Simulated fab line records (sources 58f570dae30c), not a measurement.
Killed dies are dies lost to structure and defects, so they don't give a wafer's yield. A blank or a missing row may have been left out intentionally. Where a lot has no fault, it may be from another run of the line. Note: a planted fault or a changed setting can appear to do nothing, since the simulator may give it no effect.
Comparing a struck lot with a sound one -- flow berkeley cmos170 -- 16 out of 331 route steps
Sound: wafers L172.1, L172.3, L172.6. The struck wafers were L178.2, L178.4, L178.6. The cause comes at the end.
For every step that has rows: the tool of each side, followed by ch and its chambers, followed by its first start. Under that, the readings that differ: sound wafers -- struck wafers -- difference of the means -- sigmas: that difference in standard deviations of wafers without a fault.
alike: same words and numbers on both sides, and readings whose means sit less than 2 such deviations apart. not compared: any withheld reading, any reading some wafer has no value for, any bound like >300 that may hide the same value, and any number with overlapping values for which the record gives no deviation.
A row with sigmas, a row that says differs or no value, or rows on one side alone: a step with any of these is where the two part. Numbers that don't overlap but have no deviation are shown without sigmas and don't part them. A reading that every wafer of one side lacks parts them only if that side has two wafers or more.

first, 6 steps without rows for these wafers: UCB170_M2_COAT_09; UCB170_M2_COAT_10 (resist thk 900 nm); UCB170_M2_SOFTBAKE_11 (time 60 s); UCB170_M2_EXPOSE_12 (exposes mask METAL2, target cd 700 nm); UCB170_M2_PEB_13; UCB170_M2_DEVELOP_14 (develop time 45 s).
UCB170_M2_CD_MEAS_15 targets a cd of 700 nm.
  sound on cd sem-01 at day 9 09:33; struck on cd sem-01 at day 11 10:02
  alike: cd nm
UCB170_M2_OVL_MEAS_16:
  sound on overlay-02 at day 9 09:40; struck on overlay-01 at day 11 10:09
  alike: M2_OVL
UCB170_M2_ETCH_17: etches BARC in N2/H2.
  sound on rie diel-03 ch 0,1,2, day 9 09:42; struck on rie diel-02 ch 2,3, day 11 10:11
reading,sound,struck,difference,sigmas
oes product au (a.u.),0.973 0.993 0.975,1.036 1.052 1.025,+0.057,+2
  alike: drypump motor current A, throttle valve pct
UCB170_M2_METAL_ETCH_18: etches Al in Cl2/BCl3, stops on SiO2, target depth 1170 nm, time 195 s.
  sound on rie metal-01 ch 0, day 9 09:45; struck on rie metal-04 ch 0,1, day 11 10:13
reading,sound,struck,difference,sigmas
throttle valve pct (%),23.8 23.8 23.8,24.7 24.7 24.7,+0.9,+2
  alike: bcl3 flow sccm, drypump motor current A, oes product au
  not compared: rf hours counter h
UCB170_M2_STRIP_19: strips in O2.
  sound on plasma asher-01 ch 0,1, day 9 10:07; struck on plasma asher-04 ch 0,1, day 11 10:25
  alike: drypump motor current A, o2 flow sccm, oes product au
  not compared: rf hours counter h
UCB170_M2_CD_MEAS_90 targets a cd of 700 nm.
  sound on cd sem-01 at day 9 10:13; struck on cd sem-01 at day 11 10:32
  alike: cd nm
UCB170_V2_CVD_00: deposits SiO2 from TEOS/O2, target thk 2000 nm, time 250 s.
  sound on pecvd-01 ch 0,2, day 9 10:20; struck on pecvd-01 ch 0,2, day 11 10:38
reading,sound,struck,difference,sigmas
model.SiO2_of_V2_CVD_00.thk nm (nm),1987 1965 2004,2844 2860 2861,+870,
  alike: heater power w
UCB170_V2_THK_MEAS_01:
  sound on film metro-03 at day 9 10:30; struck on film metro-03 at day 11 10:47
reading,sound,struck,difference,sigmas
V2_TEOS_THK (nm),1988 1964 2003,2845 2861 2860,+870,+35
UCB170_V2_CMP_02: polishes SiO2.
  sound on cmp-02 ch 0,1,3, day 9 10:40; struck on cmp-01 ch 2,3, day 11 10:50
  alike: motor current A
after that, 1 step had no rows for these wafers: UCB170_M3_PROBE_99.

== WHERE THEY PART ==
Last at UCB170_V2_THK_MEAS_01 as far as this record goes, first at UCB170_M2_ETCH_17. Later steps at which nothing parts them and some readings are alike: UCB170_V2_CMP_02.

WHY: the cause the simulator had injected
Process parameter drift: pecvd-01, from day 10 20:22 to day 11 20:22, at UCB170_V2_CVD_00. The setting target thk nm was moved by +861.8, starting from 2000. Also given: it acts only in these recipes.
